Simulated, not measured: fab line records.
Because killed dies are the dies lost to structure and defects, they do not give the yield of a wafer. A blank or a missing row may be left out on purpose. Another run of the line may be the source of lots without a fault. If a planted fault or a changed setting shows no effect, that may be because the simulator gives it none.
What tool caused it? / flow rit cmos / 13 lots, 39 wafers sampled, at 2 steps of a route of 202

## WHAT THE GAUGES SHOWED, per wafer
RIT_GATE_CD_MEAS_16: the cd target is 150 nm. Usual: cd nm 150.5 nm, standard deviation 2.5.
lot=L348; measured=day 3 00:35; on=cd sem-02; cd nm (nm)=149.3 149.9 149.6; flag=
lot=L350; measured=day 3 09:44; on=cd sem-02; cd nm (nm)=154.3 152.5 152.9; flag=
lot=L352; measured=day 4 02:13; on=cd sem-01; cd nm (nm)=147.4 148.9 147.8; flag=
lot=L353; measured=day 4 05:01; on=cd sem-01; cd nm (nm)=152.7 155.2 154.4; flag=
lot=L354; measured=day 4 05:16; on=cd sem-01; cd nm (nm)=151.0 149.3 151.0; flag=
lot=L355; measured=day 4 14:10; on=cd sem-02; cd nm (nm)=148.6 149.9 148.3; flag=
lot=L358; measured=day 5 03:27; on=cd sem-01; cd nm (nm)=193.9 193.7 195.7; flag=OFF
lot=L362; measured=day 5 22:04; on=cd sem-01; cd nm (nm)=152.4 148.9 151.8; flag=
lot=L365; measured=day 6 14:19; on=cd sem-01; cd nm (nm)=152.2 153.8 153.4; flag=
lot=L366; measured=day 6 18:14; on=cd sem-01; cd nm (nm)=149.4 152.0 148.6; flag=
lot=L367; measured=day 7 09:44; on=cd sem-01; cd nm (nm)=150.1 150.7 150.9; flag=
lot=L369; measured=day 7 09:57; on=cd sem-02; cd nm (nm)=149.1 151.0 152.0; flag=
lot=L368; measured=day 7 10:16; on=cd sem-01; cd nm (nm)=148.7 146.4 147.9; flag=

## TOOL THAT RAN EACH LOT (tool first, then ch and the chambers of the sampled wafers, then the start)
lot=L348; RIT_GATE_EXPOSE_13=iline stepper-02 ch 0, day 3 00:11
lot=L350; RIT_GATE_EXPOSE_13=iline stepper-01 ch 0, day 3 09:20
lot=L352; RIT_GATE_EXPOSE_13=iline stepper-01 ch 0, day 4 01:49
lot=L353; RIT_GATE_EXPOSE_13=iline stepper-02 ch 0, day 4 04:31
lot=L354; RIT_GATE_EXPOSE_13=iline stepper-02 ch 0, day 4 04:52
lot=L355; RIT_GATE_EXPOSE_13=iline stepper-02 ch 0, day 4 13:46
lot=L358; RIT_GATE_EXPOSE_13=iline stepper-01 ch 0, day 5 03:03
lot=L362; RIT_GATE_EXPOSE_13=iline stepper-01 ch 0, day 5 21:40
lot=L365; RIT_GATE_EXPOSE_13=iline stepper-02 ch 0, day 6 13:55
lot=L366; RIT_GATE_EXPOSE_13=iline stepper-01 ch 0, day 6 17:50
lot=L367; RIT_GATE_EXPOSE_13=iline stepper-01 ch 0, day 7 09:20
lot=L369; RIT_GATE_EXPOSE_13=iline stepper-01 ch 0, day 7 09:27
lot=L368; RIT_GATE_EXPOSE_13=iline stepper-02 ch 0, day 7 09:49
- RIT_GATE_EXPOSE_13: exposes mask M6, target cd 150 nm.

## AS READ BY THE TOOLS THEMSELVES (means over the sampled wafers that have a number; for cases with no such wafer, the mark the record gives instead)
RIT_GATE_EXPOSE_13. Usual: reticle temp C 23.00 C, standard deviation 0.12.
lot=L348; tool=iline stepper-02; reticle temp C (C)=22.90; flag=
lot=L350; tool=iline stepper-01; reticle temp C (C)=23.17; flag=
lot=L352; tool=iline stepper-01; reticle temp C (C)=23.10; flag=
lot=L353; tool=iline stepper-02; reticle temp C (C)=22.92; flag=
lot=L354; tool=iline stepper-02; reticle temp C (C)=23.08; flag=
lot=L355; tool=iline stepper-02; reticle temp C (C)=23.04; flag=
lot=L358; tool=iline stepper-01; reticle temp C (C)=23.02; flag=
lot=L362; tool=iline stepper-01; reticle temp C (C)=22.96; flag=
lot=L365; tool=iline stepper-02; reticle temp C (C)=23.05; flag=
lot=L366; tool=iline stepper-01; reticle temp C (C)=23.00; flag=
lot=L367; tool=iline stepper-01; reticle temp C (C)=23.00; flag=
lot=L369; tool=iline stepper-01; reticle temp C (C)=22.92; flag=
lot=L368; tool=iline stepper-02; reticle temp C (C)=23.07; flag=

## THE ANSWER, worked out from the rows above alone
Rule: take the mean of a lot's wafers that have a number; if it is more than 3 standard deviations from the usual mean, the lot is off. Also off: a lot with no number at a reading for which 4 or more lots have one. Any other lot the step has rows for is counted as sound. The gauges are gone through in route order, then the tools' own readings, and for those a lot's mean is taken as printed above. At the first step where some lot is off, the reading lying furthest off is the one used; lots without a number count as furthest.
Off at RIT_GATE_CD_MEAS_16 (cd nm): L358.
If a tool, at a process step before that reading, ran all the lots that are off and no sound lot after the first of them, it fits. The gauges at RIT_GATE_CD_MEAS_16 are tried like those tools. Not one of the candidates tried fits.

## WHAT THE SIMULATOR HAD INSERTED
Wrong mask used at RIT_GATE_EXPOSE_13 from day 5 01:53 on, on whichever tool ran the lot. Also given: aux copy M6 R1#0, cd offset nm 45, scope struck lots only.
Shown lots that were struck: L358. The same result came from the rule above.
